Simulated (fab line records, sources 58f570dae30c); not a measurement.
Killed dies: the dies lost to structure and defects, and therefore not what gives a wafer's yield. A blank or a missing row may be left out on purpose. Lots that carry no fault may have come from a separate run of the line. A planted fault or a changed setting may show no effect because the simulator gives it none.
Comparing a struck lot with a sound one | flow berkeley cmos170 | 43 steps out of a route of 331
Sound: the wafers L784.2, L784.5, L784.6. Wafers struck: L799.2, L799.3, L799.6. The cause comes at the end.
For every step that has rows: the tool of each side, followed by ch and its chambers, followed by its first start. Under that, the readings that differ: sound wafers | struck wafers | difference of the means | sigmas: that difference in standard deviations of wafers without a fault.
alike: a reading whose means differ by less than 2 such deviations, as well as words and numbers matching on both sides. not compared: withheld readings; readings where some wafer has no value; bounds like >300 that might hide an equal value; numbers whose values overlap and for which the record gives no deviation.
The two part at a step that has a row with sigmas, a row that says differs or no value, or rows on one side only. Non-overlapping numbers with no deviation appear without sigmas and do not part them. Lack of a reading on every wafer of one side parts them only where that side has two or more wafers.

first, 5 steps without rows for these wafers: UCB170_BACKSIDE_HMDS_00 (prime time 60 s); UCB170_BACKSIDE_COAT_01 (resist thk 900 nm); UCB170_BACKSIDE_SOFTBAKE_02 (time 60 s); UCB170_BACKSIDE_STRIP_03 (strips in O2); UCB170_BACKSIDE_CLEAN_04 (cleans in SPM, time 600 s).
UCB170_SDANNEAL_RTA_00: time 10 s.
  sound on rtp anneal-02 ch 0, day 9 09:40; struck on rtp anneal-02 ch 0, day 12 08:33
  alike: lamp power pct, wafer_temp_C_max
UCB170_SDANNEAL_RTA_01: time 5 s.
  sound on rtp anneal-02 ch 0, day 9 09:44; struck on rtp anneal-02 ch 0, day 12 08:37
  alike: lamp power pct, wafer_temp_C_max
UCB170_SDANNEAL_RS_MEAS_02: uses a four-point probe to measure.
  sound on film metro-02 at day 9 09:48; struck on film metro-02 at day 12 08:41
  reading         | sound          | struck         | difference | sigmas
  PSD_RS (ohm/sq) | 75.9 76.1 76.0 | 75.3 75.2 74.9 | -0.9       | -3
UCB170_SDANNEAL_RS_MEAS_03: uses a four-point probe to measure.
  sound on film metro-02 at day 9 09:55; struck on film metro-02 at day 12 08:48
  alike: NSD_RS
UCB170_SDANNEAL_RS_MEAS_04: uses a four-point probe to measure.
  sound on film metro-02 at day 9 10:02; struck on film metro-02 at day 12 08:55
  alike: PLDD_RS
UCB170_SDANNEAL_RS_MEAS_05: uses a four-point probe to measure.
  sound on film metro-02 at day 9 10:10; struck on film metro-02 at day 12 09:02
  alike: NLDD_RS
then, 1 step without rows for these wafers: UCB170_SILICIDE_PRE_CLEAN_00 (preclean etch time 60 s).
UCB170_SILICIDE_SPUTTER_01: material Ti, target thk 30 nm, time 25 s.
  sound on pvd sputter-02 at day 9 10:20; struck on pvd sputter-02 at day 12 09:13
  alike: throttle valve pct
UCB170_SILICIDE_RS_MEAS_02: uses a four-point probe to measure.
  sound on film metro-01 at day 9 10:23; struck on film metro-01 at day 12 09:16
  alike: SILICIDE_TI_RS
UCB170_SILICIDE_THK_MEAS_03: measures by xrf.
  sound on film metro-01 at day 9 10:29; struck on film metro-01 at day 12 09:22
  alike: SILICIDE_TI_THK
UCB170_SILICIDE_RTA_04: time 15 s.
  sound on rtp anneal-02 ch 0, day 9 10:33; struck on rtp anneal-01 ch 0, day 12 09:28
  reading            | sound             | struck            | difference | sigmas
  lamp power pct (%) | 11.10 11.10 11.10 | 10.61 10.57 10.57 | -0.52      | -2
  alike: wafer_temp_C_max
then, 3 steps without rows for these wafers: UCB170_SILICIDE_WET_ETCH_05 (etches Ti in SPM, time 45 s); UCB170_CONTACT_CLEAN_00 (cleans in SPM, time 600 s); UCB170_CONTACT_CVD_01 (deposits PSG from SiH4/O2/PH3, target thk 700 nm, time 2820 s).
UCB170_CONTACT_THK_MEAS_02:
  sound on film metro-03 at day 9 12:37; struck on film metro-02 at day 12 11:31
  alike: CONTACT_PSG_THK
then, 5 steps without rows for these wafers: UCB170_CONTACT_HMDS_03 (prime time 60 s); UCB170_CONTACT_COAT_04 (resist thk 900 nm); UCB170_CONTACT_SOFTBAKE_05 (time 60 s); UCB170_CONTACT_STRIP_06 (strips in O2); UCB170_CONTACT_CLEAN_07 (cleans in SPM, time 600 s).
UCB170_CONTACT_RTA_08: time 10 s.
  sound on rtp anneal-02 ch 0, day 9 13:25; struck on rtp anneal-02 ch 0, day 12 12:37
  alike: lamp power pct, wafer_temp_C_max
then, 6 steps without rows for these wafers: UCB170_CONTACT_COAT_09; UCB170_CONTACT_COAT_10 (resist thk 900 nm); UCB170_CONTACT_SOFTBAKE_11 (time 60 s); UCB170_CONTACT_EXPOSE_12 (exposes mask CONT, target cd 700 nm); UCB170_CONTACT_PEB_13; UCB170_CONTACT_DEVELOP_14 (develop time 45 s).
UCB170_CONTACT_CD_MEAS_15 targets a cd of 700 nm.
  sound on cd sem-02 at day 9 14:20; struck on cd sem-01 at day 12 14:11
  alike: cd nm
UCB170_CONTACT_OVL_MEAS_16:
  sound on overlay-01 at day 9 14:26; struck on overlay-02 at day 12 14:17
  alike: CONTACT_OVL
then, 1 step without rows for these wafers: UCB170_CONTACT_ETCH_17 (etches BARC in N2/H2).
UCB170_CONTACT_ETCH_18: etches PSG in CHF3/CF4/Ar, stops on TiSi2, target depth 840 nm, time 195 s.
  sound: rie diel-01 ch 0,1,2; struck: rie diel-01 ch 0,3
  alike: cf4 flow sccm, drypump motor current A, mfc ar sccm, oes product au, throttle valve pct
  not compared: rf hours counter h
then, 1 step without rows for these wafers: UCB170_CONTACT_STRIP_19 (strips in O2).
UCB170_CONTACT_CD_MEAS_90 targets a cd of 700 nm.
  sound on cd sem-01 at day 9 14:45; struck on cd sem-01 at day 12 14:36
  alike: cd nm
then, 2 steps without rows for these wafers: UCB170_CONTACT_CLEAN_20 (cleans in SPM, time 600 s); UCB170_M1_SPUTTER_00 (material Al, target thk 600 nm, time 80 s).
UCB170_M1_RS_MEAS_01: uses a four-point probe to measure.
  sound on film metro-01 at day 9 15:07; struck on film metro-01 at day 12 15:07
  alike: M1_AL_RS
UCB170_M1_THK_MEAS_02: measures by xrf.
  sound on film metro-01 at day 9 15:13; struck on film metro-01 at day 12 15:13
  alike: M1_AL_THK
UCB170_M3_PROBE_99:
  record: rows for the struck wafers here (prober-01, day 13 06:22), none for the sound ones

WHERE THEY PART
Earliest at UCB170_SDANNEAL_RS_MEAS_02; latest, in this record, at UCB170_M3_PROBE_99.

WHY: the cause the simulator had injected
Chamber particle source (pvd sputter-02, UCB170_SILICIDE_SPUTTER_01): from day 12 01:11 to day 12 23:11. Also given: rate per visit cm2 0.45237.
